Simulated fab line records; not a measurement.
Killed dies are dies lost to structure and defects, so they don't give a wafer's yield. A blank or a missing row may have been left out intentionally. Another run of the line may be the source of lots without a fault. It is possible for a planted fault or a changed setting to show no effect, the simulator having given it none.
What tool caused it?    flow berkeleyCmos170    7 lots, 21 wafers sampled, at 4 steps of a route of 331

## WHAT EACH GAUGE READ, for each wafer
UCB170_M1_RS_MEAS_01: a four-point-probe measurement.
lot   measured      on            M1_AL_RS (ohm/sq)
L117  day 7 02:05   filmMetro-01  0.0484 0.0493 0.0491
L120  day 7 11:58   filmMetro-01  - - -
L128  day 9 13:28   filmMetro-03  0.0482 0.0479 0.0483
L130  day 9 21:01   filmMetro-03  0.0481 0.0480 0.0477
L132  day 10 16:36  filmMetro-03  0.0488 0.0492 0.0484
L133  day 10 22:07  filmMetro-01  0.0494 0.0489 0.0497
L137  day 12 01:17  filmMetro-02  0.0479 0.0478 0.0482

## WHAT TOOL EACH LOT RAN ON (gives the tool, then ch and the chambers of the sampled wafers, and finally the start)
lot   UCB170_NWELL_STRIP_15               UCB170_SDANNEAL_RTA_01           UCB170_M1_SPUTTER_00
L117  plasmaAsher-04 ch 0,1, day 2 12:48  rtpAnneal-02 ch 0, day 6 18:46   pvdSputter-02, day 7 02:00
L120  plasmaAsher-01 ch 0,1, day 3 02:49  rtpAnneal-01 ch 0, day 7 02:33   pvdSputter-02, day 7 11:52
L128  plasmaAsher-02 ch 0,1, day 4 19:38  rtpAnneal-01 ch 0, day 9 05:08   pvdSputter-01, day 9 13:24
L130  plasmaAsher-01 ch 0,1, day 5 08:32  rtpAnneal-01 ch 0, day 9 13:46   pvdSputter-04, day 9 20:57
L132  plasmaAsher-02 ch 0,1, day 5 21:58  rtpAnneal-02 ch 0, day 10 08:55  pvdSputter-04, day 10 16:32
L133  plasmaAsher-02 ch 0,1, day 6 03:03  rtpAnneal-01 ch 0, day 10 16:46  pvdSputter-02, day 10 22:03
L137  plasmaAsher-01 ch 0,1, day 7 02:32  rtpAnneal-01 ch 0, day 11 19:29  pvdSputter-04, day 12 01:14
- UCB170_NWELL_STRIP_15: strips in O2.
- UCB170_SDANNEAL_RTA_01: time 5 s.
- UCB170_M1_SPUTTER_00: material Al, target thk 600 nm, time 80 s.

## THE ANSWER, worked out from the rows above alone
Rule: the usual values come from the lots themselves. The widest of any qualifying gaps counts: lots, ordered by their means at a reading, are off when they make up no more than a third of the lots, leave a main group of 4 or more, and stand apart from it by 3 or more times the standard deviation of that group's means. A main group is skipped when, at the precision printed for the reading in the tables above, its means are all equal. A lot without any number at a reading at which 4 lots or more have one is off too. The other lots that the step has rows for count as sound.
Off: L120, seen at UCB170_M1_RS_MEAS_01 (M1_AL_RS). Without a number there: L120. Mean 0.0485 ohm/sq and standard deviation 0.00053 in the main group.
A tool fits if, at a process step before that reading, it ran every lot that is off, and no sound lot after the first of them. Gauges at UCB170_M1_RS_MEAS_01: tried the same way as those tools. No candidate that was tried fits.

## WHAT WAS PUT IN BY THE SIMULATOR
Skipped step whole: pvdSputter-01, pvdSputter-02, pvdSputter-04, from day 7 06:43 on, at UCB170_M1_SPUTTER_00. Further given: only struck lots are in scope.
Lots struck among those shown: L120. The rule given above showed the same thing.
